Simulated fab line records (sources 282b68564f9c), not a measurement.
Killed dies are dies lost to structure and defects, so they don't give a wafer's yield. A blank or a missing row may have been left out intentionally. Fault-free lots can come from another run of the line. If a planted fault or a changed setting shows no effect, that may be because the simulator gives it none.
2 desks looking at one fault | flow rit cmos | what lay behind the numbers comes last; until then each desk has only its own

== FOR THE TOOL OWNER'S DESK: implanter-01 ==
RIT_PLDD_IMPLANT_08, tool's own readings: per-lot mean of the sampled wafers with a number, covering each lot this tool ran. If a lot's mean is further than 4 standard deviations from the usual mean, the lot is out of limits and carries the mark OUT (the distance appears in the brackets).
Columns: A = dose ions cm2 at RIT_PLDD_IMPLANT_08, usual 9.002e+14; B = end station pressure torr at RIT_PLDD_IMPLANT_08, usual 7.3e-06 Torr; C = faraday current uA at RIT_PLDD_IMPLANT_08, usual 2826
lot  | first seen here | A                           | B                  | C
L362 | day 4 10:53     | 9.005e+14                   | 7.2e-06            | 2831
L363 | day 4 17:10     | 9.011e+14                   | 7.2e-06            | 2800
L367 | day 5 12:52     | 1.439e+15 (+99 or more) OUT | 8.5e-06            | 4475 (+32) OUT
L369 | day 5 22:08     | 1.441e+15 (+99 or more) OUT | 9.0e-06 (+4.1) OUT | 4512 (+33) OUT
This desk's verdict: out of limits on L367, L369, starting with L367 at day 5 12:52 (dose ions cm2 at RIT_PLDD_IMPLANT_08). L362, L363: within limits.

== THE METROLOGY DESK ==
Lot by lot, what the gauges showed, no matter which tool ran the lot: averages of those sampled wafers that carry a number. If a lot's mean is further than 4 standard deviations from the usual mean, the lot is out of limits and carries the mark OUT (the distance appears in the brackets).
Columns: A = PLDD_TW at RIT_PLDD_TW_MEAS_10, usual 2359; B = PLDD_RS at RIT_SDANNEAL_RS_MEAS_06, usual 178.6 ohm/sq
lot  | first seen here | A              | B
L355 | day 3 00:28     | 2375           | 178.7
L356 | day 3 07:11     | 2339           | 178.3
L357 | day 3 10:37     | 2350           | 178.9
L358 | day 3 16:59     | 2351           | 179.1
L359 | day 3 21:04     | 2363           | 178.8
L362 | day 4 11:12     | 2373           | 179.0
L363 | day 4 17:28     | 2363           | 178.6
L367 | day 5 13:10     | 2636 (+23) OUT | 157.3 (-48) OUT
L369 | day 5 22:28     | 2639 (+23) OUT | 156.2 (-51) OUT
L370 | day 6 03:51     | 2365           | 178.9
L371 | day 6 09:11     | 2366           | 178.5
L373 | day 6 19:43     | 2345           | 178.0
L375 | day 7 04:17     | 2372           | 178.3
L376 | day 7 08:50     | 2342           | 178.3
This desk's finding: out of limits on L367, L369; first on L367, day 5 13:10 (PLDD_TW at RIT_PLDD_TW_MEAS_10). L355, L356, L357, L358, L359, L362, L363, L370, L371, L373, L375, L376: within limits.

== BROUGHT TOGETHER ==
At day 5 12:52, on L367, L369, the tool owner's desk was in a position to raise an alarm.
Metrology desk: alarm possible at day 5 13:10 on L367, L369.
Every lot named ran RIT_PLDD_IMPLANT_08 on implanter-01.

== WHAT THE SIMULATOR HAD INSERTED ==
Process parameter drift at RIT_PLDD_IMPLANT_08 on implanter-01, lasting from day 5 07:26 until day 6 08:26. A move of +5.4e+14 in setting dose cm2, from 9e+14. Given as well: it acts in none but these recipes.
Struck lots among those shown: L367, L369.
Fault start to first reading out of limits, in hours, per desk: tool owner, 5; metrology, 6.
